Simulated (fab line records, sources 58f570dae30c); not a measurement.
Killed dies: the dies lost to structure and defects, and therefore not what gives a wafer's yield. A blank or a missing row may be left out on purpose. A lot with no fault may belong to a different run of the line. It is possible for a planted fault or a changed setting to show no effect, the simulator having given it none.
8D (eight disciplines) problem report, filled in by code | flow berkeley cmos170 | the parts of the form that need people (team, actions taken, sign-off) are left out

1. WHAT WENT WRONG
Across 6 wafers from 2 lots, NLDD_TW at UCB170_NLDD_TW_MEAS_11 averages 2339, while fault-free wafers read 2211 with a standard deviation of 21. Relative to the usual mean, that is a shift of +6.1 standard deviations.
Earliest sighting: wafer L578.1 on film metro-04 at day 9 03:55. The record has a number at this step for 42 wafers belonging to 14 lots. By rule, "out" or "out of limits" means more than 4 standard deviations away from the usual mean. The rest of the wafers with a number are treated as sound.

2. WHAT IT IS AND WHAT IT IS NOT
question                    | is                     | is not
which readings at this step | NLDD_TW                | -
which lots                  | L578, L581             | L569, L570, L571, L572, L573, L583, L584, L585, L587, L589, L590, L592
which wafers of those lots  | all that have a number | -
read on which gauges        | film metro-04          | film metro-01, film metro-03
when                        | from day 9 03:55       | up to then (15 sound wafers); but 21 sound wafers of L583, L584, L585, L587, L589, L590, L592 came after

3. THE SUSPECTS, EACH WITH WHAT RULES IT OUT
Counting: a tool at a process step up to the reading stays a suspect if it ran every lot that is out and no sound lot after the first of them.
- ruled out: the gauge at UCB170_NLDD_TW_MEAS_11. All the wafers that are out were read on film metro-04, but those of them that UCB170_NLDD_IMPLANT_09 has rows for are out there too, on other tools.
- implanter-03 at UCB170_NLDD_IMPLANT_09: kept. It ran every lot that is out, first L578 (day 9 03:40), and no sound lot after that; its last sound lot up to then is L570 (day 7 22:42). Its own beam on s, faraday current uA readings are out on those wafers.
After counting, what remains is implanter-03 at UCB170_NLDD_IMPLANT_09.

4. THE CAUSE (what the simulator had put in)
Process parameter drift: implanter-03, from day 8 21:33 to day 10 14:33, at UCB170_NLDD_IMPLANT_09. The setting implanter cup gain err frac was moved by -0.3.
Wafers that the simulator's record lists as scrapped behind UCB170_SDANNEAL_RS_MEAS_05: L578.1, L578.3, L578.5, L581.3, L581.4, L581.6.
Only this tool survived the counting.

5. THE EFFECT CHAIN, in route order
Each row: a reading whose mean over the struck wafers that have a number lies more than 3 standard deviations from the usual. Only readings whose record carries a usual standard deviation are examined. hours: median over the lots of the time between each lot's start at the first step of this table that gives one and its start at this step. sigmas: the change, counted in usual standard deviations.
hours | step                       | reading            | usual        | on struck wafers | change | sigmas
0     | UCB170_NLDD_IMPLANT_09     | beam on s          | 9.98 s       | 14.21            | +4.23  | +19
0     | UCB170_NLDD_IMPLANT_09     | faraday current uA | 159          | 112              | -48    | -14
0     | UCB170_NLDD_TW_MEAS_11     | NLDD_TW            | 2211         | 2339             | +128   | +6.1
13    | UCB170_SDANNEAL_RS_MEAS_05 | NLDD_RS            | 616.2 ohm/sq | 539.0            | -77.2  | -59
It contains these process steps:
- UCB170_NLDD_IMPLANT_09

6. HOW IT WOULD HAVE BEEN CAUGHT EARLIER
The first out-of-limits reading at a measuring or inspecting step in this record came at day 9 03:55, 6 hours after the fault's start at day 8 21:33.
Tool's own readings at UCB170_NLDD_IMPLANT_09, beam on s, faraday current uA: out on all struck wafers the step has rows for; an alarm limit on them would have tripped on the first.
Lots out: 2; of these, L581 started UCB170_NLDD_IMPLANT_09 on implanter-03 after day 9 03:55. A hold on the tool at that time would have spared it.
